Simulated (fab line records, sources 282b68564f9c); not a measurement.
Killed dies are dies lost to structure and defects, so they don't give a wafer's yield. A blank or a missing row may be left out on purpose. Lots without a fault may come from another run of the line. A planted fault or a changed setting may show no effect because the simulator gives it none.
A struck lot beside a sound one | flow rit_cmos | 22 steps out of a route of 202
Sound: wafers L528.1, L528.3, L528.5. Struck: wafers L539.1, L539.2, L539.4. The cause comes at the end.
At each step with rows: each side's tool, then ch and its chambers, then its first start. Under that, the readings that differ: sound wafers | struck wafers | difference of the means | sigmas: that difference in standard deviations of wafers without a fault.
alike: readings whose means differ by less than 2 such deviations, and words and numbers that are the same on both sides. not compared: withheld readings, readings that some wafer has no value for, bounds like >300 that may hide the same value, and numbers for which the record gives no deviation and whose values overlap.
The two part at a step that has a row with sigmas, a row that says differs or no value, or rows on one side only. Numbers that don't overlap but have no deviation are shown without sigmas and don't part them. A reading that every wafer of one side lacks parts them only if that side has two wafers or more.

first, 2 steps without rows for these wafers: RIT_NSD_HARDBAKE_07 (time 60 s); RIT_NSD_IMPLANT_08.
RIT_NSD_STRIP_09: strips in O2, time 180 s.
  sound on plasma_asher-01 ch 0,1, day 3 05:45; struck on plasma_asher-01 ch 0,1, day 5 15:39
  alike: drypump_motor_current_A, o2_flow_sccm
  not compared: rf_hours_counter_h
RIT_NSD_TW_MEAS_10:
  sound on film_metro-01, day 3 05:56; struck on film_metro-01, day 5 15:50
  alike: NSD_TW
then, 6 steps without rows for these wafers: RIT_PSD_HMDS_00 (prime time 60 s); RIT_PSD_COAT_01 (resist thk 1000 nm); RIT_PSD_SOFTBAKE_02 (time 60 s); RIT_PSD_EXPOSE_03 (exposes mask M10, target cd 40900 nm); RIT_PSD_PEB_04; RIT_PSD_DEVELOP_05 (develop time 48.93 s).
RIT_PSD_OVL_MEAS_06:
  sound on overlay-01, day 3 06:59; struck on overlay-01, day 5 16:44
  alike: PSD_OVL
then, 1 step without rows for these wafers: RIT_PSD_HARDBAKE_07 (time 60 s).
RIT_PSD_IMPLANT_08:
  sound on implanter-04 ch 0, day 3 07:11; struck on implanter-04 ch 0, day 5 17:06
  reading       | sound                     | struck                       | difference | sigmas
  beam_on_s (s) | 11.4 11.8 11.8            | 21.4 20.7 21.7               | +9.6       | +12
  dose_ions_cm2 | 4.996e+15 5e+15 4.997e+15 | 9.25e+15 9.252e+15 9.261e+15 | +4.26e+15  | +99 or more
RIT_PSD_STRIP_09: strips in O2, time 180 s.
  sound on plasma_asher-01 ch 0,1, day 3 07:20; struck on plasma_asher-04 ch 0,1, day 5 17:15
  alike: drypump_motor_current_A, o2_flow_sccm
  not compared: rf_hours_counter_h
RIT_PSD_TW_MEAS_10:
  sound on film_metro-02, day 3 07:30; struck on film_metro-04, day 5 17:26
  reading | sound          | struck         | difference | sigmas
  PSD_TW  | 3451 3445 3450 | 3624 3627 3623 | +176       | +10
then, 3 steps without rows for these wafers: RIT_SDANNEAL_CLEAN_00 (cleans in SC1, time 600 s); RIT_SDANNEAL_CLEAN_01 (cleans in dHF, time 30 s); RIT_SDANNEAL_CLEAN_02 (cleans in SC2, time 600 s).
RIT_SDANNEAL_RTA_03: time 5 s.
  sound on rtp_anneal-02 ch 0, day 3 08:17; struck on rtp_anneal-01 ch 0, day 5 17:51
  alike: ramp_up_c_per_s, wafer_temp_C_max
RIT_SDANNEAL_RS_MEAS_04: measures by four-point-probe.
  sound on film_metro-04, day 3 08:20; struck on film_metro-01, day 5 17:55
  reading         | sound             | struck            | difference | sigmas
  PSD_RS (ohm/sq) | 115.6 115.8 115.7 | 108.4 108.3 108.4 | -7.3       | -24
RIT_SDANNEAL_RS_MEAS_05: measures by four-point-probe.
  sound on film_metro-04, day 3 08:28; struck on film_metro-01, day 5 18:02
  alike: NSD_RS
RIT_M1_PROBE_99:
  the record has rows for the struck wafers here (prober-02, day 6 01:27) and none for the sound ones

WHERE THEY PART
First at RIT_PSD_IMPLANT_08; last, within this record, at RIT_M1_PROBE_99.

WHY: what the simulator had put in
Process parameter drift: implanter-04, from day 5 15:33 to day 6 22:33, at RIT_PSD_IMPLANT_08. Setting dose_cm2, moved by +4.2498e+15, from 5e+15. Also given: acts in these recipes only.
